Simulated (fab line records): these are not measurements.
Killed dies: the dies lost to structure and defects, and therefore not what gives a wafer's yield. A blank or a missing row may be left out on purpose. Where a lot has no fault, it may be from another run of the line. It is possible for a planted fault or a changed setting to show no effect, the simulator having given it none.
fab line records	flow berkeley_cmos170
record: lots: 24	wafers: 72	last_day: 12
route steps=331 shown ZERO@13 PWELL@37 SPACER@172 PSD@182 V2@295 M3@325
lots that met no fault: from a run of the same line without faults
start_h: start of the lot's first displayed wafer, in hours after the record's first day	wait_h: how many hours have passed since the lot's step before this one	" the same as in the row above	L1.1+2: a single row standing in for several wafers	- either no value or no given start	* or withheld: withheld	< > ~ a bound
route shown NAME@n: a module of which the file shows steps, and the number in the route of the first	usual: mean and standard deviation over wafers with no fault	same: alike in all rows	chamber/n: place in a boat	sites: each site's reading	_std_site: the standard deviation of these	_edge_site: the outer-site mean with the inner-site mean subtracted	radius_mm: how far each site lies from the wafer's centre	mask NAME#n: copy n	behind: the last tool/chamber to shape the wafer	hold: why the lot went on hold/how many hours it stayed there/how the hold came to an end	device: names the non-switching transistor (n, p or np)	end of line: the route-end tests of the same wafers	step lacking rows: just its recipe	killed: the dies lost at the first sort to structure and to defects; this is not the yield of the wafer	map: a wafer's dies, x killed, . not, _ none there
set.NAME: the setting as run; set.NAME@STEP: as run at that earlier step	model.NAME: the simulator's own value behind a step, which no gauge read
a sample of lots followed through the steps of the route, with each step as a table and each wafer as a row
services: a tool's chamber out of use, with start hour (start_h, from the record's first day; less than 0 if before it), hours out, and reason
== steps ==
step: UCB170_ZERO_STRIP_07
recipe: chemistry: O2	power_w: 400	pressure_mtorr: 3500	platen_temp_c: withheld	o2_flow_sccm: 400	overash_fraction: 0.5
usual: drypump_motor_current_A: 5.4/0.3	oes_product_au: 0.727/0.0042	strip_time_to_endpoint_s: 21.35/0.075
lot.wafer	tool	chamber	start_h	wait_h	drypump_motor_current_A	oes_product_au	rf_hours_counter_h	strip_time_to_endpoint_s
L074.2	plasma_asher-01	1	20.58	0.0	5.2	0.727	27	21.37
L074.5	"	0	"	"	5.9	0.726	-	21.41
L074.6	"	1	"	"	5.2	0.727	-	21.31
L075.2	plasma_asher-03	0	23.94	0.0	5.7	0.731	32	21.32
L075.4	"	1	"	"	5.5	0.729	-	21.35
L075.5	"	1	"	"	5.5	0.731	-	21.34
L076.1	plasma_asher-03	1	27.95	0.0	5.5	0.729	32	21.45
L076.2	"	0	"	"	5.7	0.729	32	21.48
L076.6	"	0	"	"	5.7	0.719	-	21.40
L077.4	plasma_asher-01	0	33.21	0.0	5.9	0.726	-	21.31
L077.5	"	1	"	"	5.2	0.718	-	21.33
L077.6	"	0	"	"	5.9	0.728	-	21.33
L078.1	plasma_asher-03	1	41.54	0.0	5.5	0.732	33	21.30
L078.2	"	0	"	"	5.7	0.730	33	21.33
L078.3	"	1	"	"	5.5	0.719	-	21.27
L079.2	plasma_asher-03	1	47.05	0.0	5.5	0.725	34	21.35
L079.3	"	0	"	"	5.7	0.729	-	21.33
L079.6	"	1	"	"	5.5	0.731	-	21.39
L080.3	plasma_asher-04	1	49.24	0.0	5.0	0.721	-	21.49
L080.4	"	0	"	"	5.3	0.730	-	21.55
L080.5	"	1	"	"	5.0	0.729	-	21.46
L081.3	plasma_asher-03	0	55.82	0.0	5.7	0.735	-	21.34
L081.5	"	1	"	"	5.5	0.724	-	21.31
L081.6	"	0	"	"	5.8	0.722	-	21.33
L082.1	plasma_asher-01	0	58.09	0.0	5.9	0.728	31	21.29
L082.5	"	1	"	"	5.2	0.721	-	21.31
L082.6	"	0	"	"	5.9	0.725	-	21.37
L083.2	plasma_asher-01	1	66.25	0.0	5.3	0.720	32	21.41
L083.3	"	0	"	"	5.9	0.731	-	21.29
L083.6	"	1	"	"	5.3	0.728	-	21.34
L084.1	plasma_asher-01	0	80.13	0.0	5.9	0.731	33	21.39
L084.5	"	1	"	"	5.2	0.729	-	21.37
L084.6	"	0	"	"	5.9	0.729	-	21.38
L085.1	plasma_asher-03	0	80.24	0.0	5.7	0.732	38	21.40
L085.3	"	1	"	"	5.5	0.732	-	21.35
L085.5	"	0	"	"	5.8	0.732	-	21.45
L086.3	plasma_asher-04	0	80.52	0.0	5.3	0.730	-	21.40
L086.4	"	1	"	"	5.0	0.729	-	21.32
L086.6	"	1	"	"	5.0	0.720	-	21.34
L088.2	plasma_asher-01	0	89.89	0.0	5.9	0.721	34	21.48
L088.3	"	1	"	"	5.3	0.732	-	21.49
L088.6	"	0	"	"	5.9	0.726	-	21.48
L087.3	plasma_asher-04	0	90.17	0.0	5.3	0.723	-	21.30
L087.5	"	1	"	"	5.0	0.732	-	21.33
L087.6	"	0	"	"	5.3	0.725	-	21.29
L089.1	plasma_asher-04	0	101.24	0.0	5.3	0.727	40	21.35
L089.2	"	1	"	"	5.0	0.726	40	21.33
L089.3	"	1	"	"	5.0	0.728	-	21.31
L090.2	plasma_asher-03	1	105.81	0.0	5.6	0.716	40	21.31
L090.4	"	1	"	"	5.6	0.726	-	21.37
L090.6	"	1	"	"	5.5	0.731	-	21.42
L091.3	plasma_asher-04	0	106.24	0.0	5.3	0.728	-	21.23
L091.5	"	0	"	"	5.3	0.720	-	21.19
L091.6	"	1	"	"	5.0	0.731	-	21.16
L092.4	plasma_asher-03	0	111.48	0.0	5.7	0.728	-	21.29
L092.5	"	0	"	"	5.7	0.725	-	21.32
L092.6	"	1	"	"	5.6	0.725	-	21.32
L093.1	plasma_asher-04	0	115.01	0.0	5.3	0.726	42	21.23
L093.2	"	1	"	"	5.0	0.729	42	21.16
L093.5	"	0	"	"	5.3	0.724	-	21.19
L094.2	plasma_asher-03	1	123.03	0.0	5.5	0.725	42	21.30
L094.4	"	0	"	"	5.7	0.727	-	21.34
L094.5	"	1	"	"	5.5	0.727	-	21.30
L095.3	plasma_asher-04	1	123.30	0.0	5.0	0.735	-	21.37
L095.5	"	0	"	"	5.3	0.728	-	21.30
L095.6	"	1	"	"	5.0	0.727	-	21.40
L096.1	plasma_asher-04	1	129.67	0.0	5.0	0.726	43	21.25
L096.3	"	0	"	"	5.3	0.732	-	21.27
L096.4	"	1	"	"	5.0	0.729	-	21.30
L097.1	plasma_asher-04	0	133.82	0.0	5.3	0.727	43	21.45
L097.2	"	1	"	"	5.0	0.728	43	21.40
L097.3	"	1	"	"	5.0	0.722	-	21.46
step: UCB170_PWELL_THK_MEAS_03
recipe: reads: SiO2_of_PWELL_OXIDATION_02
usual: PWELL_OXIDE_THK: 26.4/0.5
lot.wafer	tool	chamber	start_h	wait_h	PWELL_OXIDE_THK[nm]
L074.2	film_metro-04	-	42.34	0.0	26.8
L074.5	"	-	"	"	26.9
L074.6	"	-	"	"	26.6
L076.1	film_metro-04	-	48.24	0.0	25.4
L076.2	"	-	"	"	25.9
L076.6	"	-	"	"	25.6
L075.2	film_metro-02	-	48.25	0.0	26.1
L075.4	"	-	"	"	26.4
L075.5	"	-	"	"	26.1
L077.4	film_metro-03	-	54.72	0.0	25.7
L077.5	"	-	"	"	26.2
L077.6	"	-	"	"	26.4
L078.1	film_metro-04	-	65.02	0.0	26.6
L078.2	"	-	"	"	26.7
L078.3	"	-	"	"	26.7
L079.2	film_metro-04	-	70.31	0.0	26.2
L079.3	"	-	"	"	26.0
L079.6	"	-	"	"	26.1
L080.3	film_metro-02	-	70.32	0.0	25.9
L080.4	"	-	"	"	26.4
L080.5	"	-	"	"	25.8
L082.1	film_metro-02	-	85.82	0.0	26.3
L082.5	"	-	"	"	26.6
L082.6	"	-	"	"	26.7
L081.3	film_metro-03	-	85.84	0.0	26.3
L081.5	"	-	"	"	26.2
L081.6	"	-	"	"	26.5
L083.2	film_metro-03	-	100.58	0.0	26.1
L083.3	"	-	"	"	26.0
L083.6	"	-	"	"	26.1
L084.1	film_metro-03	-	107.67	0.0	26.3
L084.5	"	-	"	"	26.3
L084.6	"	-	"	"	26.2
L085.1	film_metro-02	-	107.67	0.0	26.7
L085.3	"	-	"	"	26.9
L085.5	"	-	"	"	26.5
L086.3	film_metro-04	-	107.69	0.0	27.4
L086.4	"	-	"	"	25.8
L086.6	"	-	"	"	26.4
L089.1	film_metro-03	-	121.35	0.0	26.7
L089.2	"	-	"	"	26.6
L089.3	"	-	"	"	26.8
L088.2	film_metro-04	-	121.36	0.0	27.0
L088.3	"	-	"	"	27.9
L088.6	"	-	"	"	27.3
L087.3	film_metro-02	-	121.37	0.0	27.5
L087.5	"	-	"	"	27.6
L087.6	"	-	"	"	27.6
L090.2	film_metro-02	-	128.10	0.0	25.8
L090.4	"	-	"	"	26.1
L090.6	"	-	"	"	25.8
L091.3	film_metro-03	-	128.11	0.0	25.6
L091.5	"	-	"	"	25.9
L091.6	"	-	"	"	26.1
L093.1	film_metro-04	-	132.80	0.0	26.6
L093.2	"	-	"	"	26.7
L093.5	"	-	"	"	26.9
L092.4	film_metro-03	-	132.83	0.0	27.1
L092.5	"	-	"	"	26.7
L092.6	"	-	"	"	26.7
L094.2	film_metro-04	-	142.99	0.0	26.7
L094.4	"	-	"	"	26.6
L094.5	"	-	"	"	26.3
L095.3	film_metro-03	-	143.00	0.0	26.3
L095.5	"	-	"	"	26.6
L095.6	"	-	"	"	26.4
L097.1	film_metro-02	-	151.83	0.0	26.4
L097.2	"	-	"	"	26.1
L097.3	"	-	"	"	26.6
L096.1	film_metro-04	-	156.45	0.0	26.4
L096.3	"	-	"	"	26.0
L096.4	"	-	"	"	26.1
step: UCB170_SPACER_THK_MEAS_01
recipe: reads: SiO2_of_SPACER_CVD_00
usual: SPACER_TEOS_THK: 377/4.9
lot.wafer	tool	chamber	start_h	wait_h	SPACER_TEOS_THK[nm]
L074.2	film_metro-02	-	142.27	0.0	364
L074.5	"	-	"	"	379
L074.6	"	-	"	"	374
L076.1	film_metro-01	-	143.09	0.0	373
L076.2	"	-	"	"	373
L076.6	"	-	"	"	384
L077.4	film_metro-02	-	154.54	0.0	385
L077.5	"	-	"	"	387
L077.6	"	-	"	"	384
L075.2	film_metro-04	-	155.20	0.0	371
L075.4	"	-	"	"	376
L075.5	"	-	"	"	377
L078.1	film_metro-02	-	168.23	0.0	373
L078.2	"	-	"	"	376
L078.3	"	-	"	"	379
L080.3	film_metro-04	-	168.46	0.0	370
L080.4	"	-	"	"	378
L080.5	"	-	"	"	382
L079.2	film_metro-01	-	168.49	0.0	381
L079.3	"	-	"	"	376
L079.6	"	-	"	"	382
L081.3	film_metro-01	-	184.67	0.0	372
L081.5	"	-	"	"	385
L081.6	"	-	"	"	376
L082.1	film_metro-02	-	184.68	0.0	371
L082.5	"	-	"	"	379
L082.6	"	-	"	"	376
L086.3	film_metro-01	-	194.64	0.0	374
L086.4	"	-	"	"	384
L086.6	"	-	"	"	382
L084.1	film_metro-01	-	195.25	0.0	377
L084.5	"	-	"	"	381
L084.6	"	-	"	"	377
L085.1	film_metro-04	-	195.60	0.0	378
L085.3	"	-	"	"	376
L085.5	"	-	"	"	385
L083.2	film_metro-02	-	195.61	0.0	374
L083.3	"	-	"	"	373
L083.6	"	-	"	"	382
L087.3	film_metro-04	-	207.56	0.0	368
L087.5	"	-	"	"	378
L087.6	"	-	"	"	380
L088.2	film_metro-02	-	208.27	0.0	378
L088.3	"	-	"	"	378
L088.6	"	-	"	"	392
L090.2	film_metro-01	-	208.62	0.0	375
L090.4	"	-	"	"	383
L090.6	"	-	"	"	375
L091.3	film_metro-02	-	208.98	0.0	370
L091.5	"	-	"	"	376
L091.6	"	-	"	"	382
L089.1	film_metro-02	-	209.31	0.0	368
L089.2	"	-	"	"	375
L089.3	"	-	"	"	369
L092.4	film_metro-02	-	228.84	0.0	378
L092.5	"	-	"	"	378
L092.6	"	-	"	"	383
L093.1	film_metro-02	-	229.15	0.0	378
L093.2	"	-	"	"	382
L093.5	"	-	"	"	387
L094.2	film_metro-04	-	242.08	0.1	374
L094.4	"	-	"	"	377
L094.5	"	-	"	"	380
L095.3	film_metro-02	-	242.09	0.0	384
L095.5	"	-	"	"	382
L095.6	"	-	"	"	379
L097.1	film_metro-01	-	244.39	0.0	373
L097.2	"	-	"	"	371
L097.3	"	-	"	"	372
L096.1	film_metro-02	-	245.12	0.0	369
L096.3	"	-	"	"	372
L096.4	"	-	"	"	373
step: UCB170_PSD_OVL_MEAS_07
usual: PSD_OVL: 3/7.3
lot.wafer	tool	chamber	start_h	wait_h	PSD_OVL[nm]
L074.2	overlay-01	-	147.21	0.1	8
L074.5	"	-	"	"	10
L074.6	"	-	"	"	13
L076.1	overlay-02	-	148.66	0.1	7
L076.2	"	-	"	"	5
L076.6	"	-	"	"	17
L077.4	overlay-02	-	161.63	0.1	-1
L077.5	"	-	"	"	8
L077.6	"	-	"	"	1
L075.2	overlay-01	-	161.86	0.1	-9
L075.4	"	-	"	"	-5
L075.5	"	-	"	"	-3
L080.3	overlay-02	-	172.87	0.1	20
L080.4	"	-	"	"	17
L080.5	"	-	"	"	19
L078.1	overlay-02	-	173.41	0.1	15
L078.2	"	-	"	"	3
L078.3	"	-	"	"	7
L079.2	overlay-01	-	173.53	0.1	12
L079.3	"	-	"	"	11
L079.6	"	-	"	"	12
L081.3	overlay-02	-	192.31	0.1	15
L081.5	"	-	"	"	7
L081.6	"	-	"	"	5
L082.1	overlay-01	-	192.91	0.1	-17
L082.5	"	-	"	"	-8
L082.6	"	-	"	"	-10
L086.3	overlay-01	-	205.60	0.1	-10
L086.4	"	-	"	"	2
L086.6	"	-	"	"	4
L085.1	overlay-01	-	205.73	0.1	7
L085.3	"	-	"	"	10
L085.5	"	-	"	"	11
L084.1	overlay-01	-	205.85	0.1	-1
L084.5	"	-	"	"	-3
L084.6	"	-	"	"	7
L083.2	overlay-02	-	206.09	0.1	5
L083.3	"	-	"	"	1
L083.6	"	-	"	"	6
L087.3	overlay-02	-	214.79	0.1	7
L087.5	"	-	"	"	12
L087.6	"	-	"	"	15
L090.2	overlay-01	-	214.85	0.1	6
L090.4	"	-	"	"	14
L090.6	"	-	"	"	10
L088.2	overlay-02	-	215.12	0.1	2
L088.3	"	-	"	"	0
L088.6	"	-	"	"	1
L091.3	overlay-02	-	215.54	0.1	-1
L091.5	"	-	"	"	-3
L091.6	"	-	"	"	7
L089.1	overlay-01	-	215.81	0.1	0
L089.2	"	-	"	"	4
L089.3	"	-	"	"	-11
L092.4	overlay-01	-	234.09	0.1	4
L092.5	"	-	"	"	6
L092.6	"	-	"	"	4
L093.1	overlay-02	-	234.80	0.1	-3
L093.2	"	-	"	"	0
L093.5	"	-	"	"	-6
L094.2	overlay-01	-	247.67	0.1	-1
L094.4	"	-	"	"	-7
L094.5	"	-	"	"	3
L095.3	overlay-02	-	247.96	0.1	4
L095.5	"	-	"	"	0
L095.6	"	-	"	"	0
L097.1	overlay-02	-	248.31	0.1	12
L097.2	"	-	"	"	3
L097.3	"	-	"	"	7
L096.1	overlay-01	-	251.93	0.1	-3
L096.3	"	-	"	"	2
L096.4	"	-	"	"	-4
step: UCB170_V2_BOW_MEAS_03
recipe: mode: bow
usual: V2_BOW: 36/6.9
lot.wafer	tool	chamber	start_h	wait_h	V2_BOW[um]
L074.2	film_metro-01	-	170.46	0.2	38
L074.5	"	-	"	"	37
L074.6	"	-	"	"	32
L076.1	film_metro-03	-	171.24	0.1	46
L076.2	"	-	"	"	49
L076.6	"	-	"	"	43
L075.2	film_metro-03	-	184.09	0.3	46
L075.4	"	-	"	"	36
L075.5	"	-	"	"	27
L077.4	film_metro-01	-	184.41	0.3	29
L077.5	"	-	"	"	31
L077.6	"	-	"	"	29
L078.1	film_metro-01	-	197.68	0.2	47
L078.2	"	-	"	"	37
L078.3	"	-	"	"	35
L080.3	film_metro-03	-	198.48	0.3	33
L080.4	"	-	"	"	33
L080.5	"	-	"	"	33
L079.2	film_metro-02	-	203.13	0.3	33
L079.3	"	-	"	"	33
L079.6	"	-	"	"	42
L081.3	film_metro-02	-	217.77	0.2	29
L081.5	"	-	"	"	42
L081.6	"	-	"	"	26
L082.1	film_metro-02	-	217.98	0.1	33
L082.5	"	-	"	"	34
L082.6	"	-	"	"	22
L085.1	film_metro-03	-	231.90	0.2	35
L085.3	"	-	"	"	41
L085.5	"	-	"	"	49
L086.3	film_metro-02	-	235.91	0.1	31
L086.4	"	-	"	"	36
L086.6	"	-	"	"	42
L083.2	film_metro-03	-	236.19	0.2	37
L083.3	"	-	"	"	34
L083.6	"	-	"	"	30
L084.1	film_metro-01	-	236.46	0.1	38
L084.5	"	-	"	"	27
L084.6	"	-	"	"	37
L087.3	film_metro-03	-	245.81	0.3	35
L087.5	"	-	"	"	43
L087.6	"	-	"	"	44
L090.2	film_metro-03	-	246.28	0.2	40
L090.4	"	-	"	"	33
L090.6	"	-	"	"	37
L088.2	film_metro-02	-	246.30	0.1	30
L088.3	"	-	"	"	27
L088.6	"	-	"	"	22
L089.1	film_metro-02	-	247.12	0.2	30
L089.2	"	-	"	"	30
L089.3	"	-	"	"	29
L091.3	film_metro-01	-	247.45	0.1	40
L091.5	"	-	"	"	35
L091.6	"	-	"	"	35
L093.1	film_metro-01	-	268.81	0.1	27
L093.2	"	-	"	"	28
L093.5	"	-	"	"	38
L092.4	film_metro-02	-	269.06	0.2	28
L092.5	"	-	"	"	47
L092.6	"	-	"	"	24
L094.2	film_metro-03	-	269.17	0.2	35
L094.4	"	-	"	"	37
L094.5	"	-	"	"	32
L097.1	film_metro-03	-	274.23	0.2	26
L097.2	"	-	"	"	27
L097.3	"	-	"	"	38
L095.3	film_metro-01	-	274.87	0.1	29
L095.5	"	-	"	"	41
L095.6	"	-	"	"	29
L096.1	film_metro-02	-	282.81	0.1	27
L096.3	"	-	"	"	31
L096.4	"	-	"	"	47
step: UCB170_M3_OVL_MEAS_16
usual: M3_OVL: 0/5.3
lot.wafer	tool	chamber	start_h	wait_h	M3_OVL[nm]
L074.2	overlay-02	-	177.60	0.1	-7
L074.5	"	-	"	"	-3
L074.6	"	-	"	"	-6
L076.1	overlay-01	-	177.70	0.1	-10
L076.2	"	-	"	"	-8
L076.6	"	-	"	"	-8
L077.4	overlay-01	-	188.99	0.1	0
L077.5	"	-	"	"	2
L077.6	"	-	"	"	2
L075.2	overlay-02	-	189.25	0.1	-6
L075.4	"	-	"	"	-5
L075.5	"	-	"	"	-15
L078.1	overlay-02	-	202.38	0.1	0
L078.2	"	-	"	"	-1
L078.3	"	-	"	"	-4
L080.3	overlay-02	-	202.76	0.1	1
L080.4	"	-	"	"	1
L080.5	"	-	"	"	-4
L079.2	overlay-02	-	208.39	0.1	5
L079.3	"	-	"	"	6
L079.6	"	-	"	"	9
L081.3	overlay-02	-	222.94	0.1	5
L081.5	"	-	"	"	4
L081.6	"	-	"	"	9
L082.1	overlay-02	-	224.69	0.1	7
L082.5	"	-	"	"	0
L082.6	"	-	"	"	2
L085.1	overlay-01	-	241.53	0.1	-7
L085.3	"	-	"	"	-5
L085.5	"	-	"	"	-3
L086.3	overlay-01	-	243.97	0.1	5
L086.4	"	-	"	"	9
L086.6	"	-	"	"	10
L084.1	overlay-02	-	245.13	0.1	-2
L084.5	"	-	"	"	-1
L084.6	"	-	"	"	-1
L083.2	overlay-02	-	245.86	0.1	-2
L083.3	"	-	"	"	-6
L083.6	"	-	"	"	-5
L087.3	overlay-01	-	252.38	0.1	5
L087.5	"	-	"	"	-2
L087.6	"	-	"	"	2
L090.2	overlay-02	-	253.74	0.1	0
L090.4	"	-	"	"	-4
L090.6	"	-	"	"	-10
L088.2	overlay-02	-	254.01	0.1	3
L088.3	"	-	"	"	-5
L088.6	"	-	"	"	4
L089.1	overlay-02	-	254.34	0.1	11
L089.2	"	-	"	"	6
L089.3	"	-	"	"	11
L091.3	overlay-02	-	254.62	0.1	-3
L091.5	"	-	"	"	4
L091.6	"	-	"	"	-2
L093.1	overlay-01	-	273.98	0.1	-4
L093.2	"	-	"	"	1
L093.5	"	-	"	"	5
L092.4	overlay-02	-	274.54	0.1	3
L092.5	"	-	"	"	4
L092.6	"	-	"	"	1
L094.2	overlay-01	-	274.66	0.1	-1
L094.4	"	-	"	"	2
L094.5	"	-	"	"	-8
L095.3	overlay-02	-	281.01	0.1	-1
L095.5	"	-	"	"	2
L095.6	"	-	"	"	-1
L097.1	overlay-02	-	281.27	0.1	4
L097.2	"	-	"	"	-1
L097.3	"	-	"	"	8
L096.1	overlay-02	-	290.00	0.1	-5
L096.3	"	-	"	"	-4
L096.4	"	-	"	"	-3
== services ==
tool	chamber	start_h	hours	kind
plasma_asher-01	-	108.75	9.0	pm
plasma_asher-01	0	108.75	9.0	vent_cycle
plasma_asher-01	1	108.75	9.0	vent_cycle
plasma_asher-01	0	117.75	-	clean
plasma_asher-01	1	117.75	-	clean
== key ==
fault none
